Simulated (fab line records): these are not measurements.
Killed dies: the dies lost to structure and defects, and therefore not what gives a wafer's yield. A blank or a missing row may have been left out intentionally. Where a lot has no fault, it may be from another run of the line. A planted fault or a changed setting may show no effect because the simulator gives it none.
Split-lot study | flow rit-cmos | 5 lots, 23 wafers read, on a route of 202 steps

THE SPLIT
At RIT_NLDD_COAT_01 (resist thk 1000 nm), the setting spin-rpm was moved away from the recipe's 3250 rpm on 7 of the 23 wafers read, by -5.4% to +5.6%. This setting was run at the recipe's value on the other wafers.

FROM THE SPLIT TO THE READING: what the file shows between them, 3 steps
- RIT_NLDD_SOFTBAKE_02: time 60 s
- RIT_NLDD_EXPOSE_03: exposes mask M7, target cd 40700 nm
- RIT_NLDD_DEVELOP_05: develop time 50 s

THE READING
NOVOLAK_of_NLDD_COAT_01.thk-nm (the simulator's own value, which no gauge read), in nm, at RIT_NLDD_HARDBAKE_07 (time 60 s). The file gives no usual value for it. Across the 16 wafers here that went through the recipe, the average is 885.5 nm and the standard deviation 2.1 nm.

wafer  | tool, chamber at the split | spin-rpm as run, rpm | against the recipe | NOVOLAK_of_NLDD_COAT_01.thk-nm, nm | against lot-mates on the recipe
L076.1 | litho-track-01, 0          | 3250                 | recipe             | 886.4                              | -
L076.2 | litho-track-01, 0          | 3433                 | +5.6%              | 861.4                              | -25.7
L076.4 | litho-track-01, 0          | 3433                 | +5.6%              | 864.7                              | -22.4
L076.5 | litho-track-01, 0          | 3433                 | +5.6%              | 863.7                              | -23.4
L076.6 | litho-track-01, 0          | 3250                 | recipe             | 887.8                              | -
L077.2 | litho-track-01, 0          | 3250                 | recipe             | 885.6                              | -
L077.3 | litho-track-01, 0          | 3250                 | recipe             | 886.2                              | -
L077.4 | litho-track-01, 0          | 3250                 | recipe             | 886.1                              | -
L077.5 | litho-track-01, 0          | 3250                 | recipe             | 885.2                              | -
L077.6 | litho-track-01, 0          | 3250                 | recipe             | 884.8                              | -
L081.3 | litho-track-04, 0          | 3250                 | recipe             | 882.1                              | -
L081.4 | litho-track-04, 0          | 3250                 | recipe             | 881.9                              | -
L081.5 | litho-track-04, 0          | 3250                 | recipe             | 882.4                              | -
L082.1 | litho-track-04, 0          | 3250                 | recipe             | 887.3                              | -
L082.2 | litho-track-04, 0          | 3250                 | recipe             | 888.8                              | -
L082.3 | litho-track-04, 0          | 3250                 | recipe             | 887.4                              | -
L082.5 | litho-track-04, 0          | 3074                 | -5.4%              | 911.5                              | +23.7
L082.6 | litho-track-04, 0          | 3074                 | -5.4%              | 910.5                              | +22.7
L083.1 | litho-track-04, 0          | 3250                 | recipe             | 887.5                              | -
L083.2 | litho-track-04, 0          | 3388                 | +4.2%              | 866.8                              | -18.3
L083.3 | litho-track-04, 0          | 3250                 | recipe             | 884.8                              | -
L083.5 | litho-track-04, 0          | 3388                 | +4.2%              | 865.1                              | -20.0
L083.6 | litho-track-04, 0          | 3250                 | recipe             | 883                                | -

THE FIT
A straight line over all 23 wafers: NOVOLAK_of_NLDD_COAT_01.thk-nm changes by -4.33 nm for each +1% of spin-rpm; r = -0.99; the points scatter about the line by 2.2 nm.
The same after taking each lot's own level away (the mean of its wafers on the recipe; 23 wafers): -4.3 nm for each +1%; r = -1.00; scatter 1.1 nm.
The reading moves by 24 nm for the largest change in spin-rpm, on that fit.
The lots' own levels span 882.13 to 887.83 nm, that is 2.7 times the standard deviation above.
Hence the lot-to-lot level has little effect on the slope; both slopes agree.
Check: -23.9 nm against its lot-mates is what the line predicts for one of the wafers moved furthest among these (+5.6%) when that wafer is left out of the fit. It came out at -25.7 nm against them.

THE OTHER SPLITS THESE WAFERS WENT THROUGH
Other splits were also applied to these wafers ahead of the reading. Each is held against what the fit with the lots' levels taken away leaves over:
other split on the same wafers | wafers away from the commonest value | r with NOVOLAK_of_NLDD_COAT_01.thk-nm (lot level and that fit taken away)
RIT_PRETRO_COAT_01 spin-rpm    | 8                                    | -0.04
RIT_GATE_CVD_08 temp-c         | 18                                   | -0.01
RIT_GATE_COAT_11 spin-rpm      | 8                                    | +0.20
RIT_GATE_DEVELOP_15 dev-temp-c | 8                                    | -0.18

THE WHOLE CHAIN: every reading that the file lists as answering this split, in the file's order
step                 | what it does       | reading                                                                         | change (the file's fit)              | r (the file's)
RIT_NLDD_COAT_01     | resist thk 1000 nm | NOVOLAK_of_NLDD_COAT_01.thk-nm (the simulator's own value, which no gauge read) | -4.93 nm for each +1% of the setting | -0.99
RIT_NLDD_HARDBAKE_07 | time 60 s          | NOVOLAK_of_NLDD_COAT_01.thk-nm (the simulator's own value, which no gauge read) | -4.31 nm for each +1% of the setting | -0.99

THE FILE'S OWN FIT
NOVOLAK_of_NLDD_COAT_01.thk-nm changes by -4.31 nm for each +1% of spin-rpm, r = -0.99.
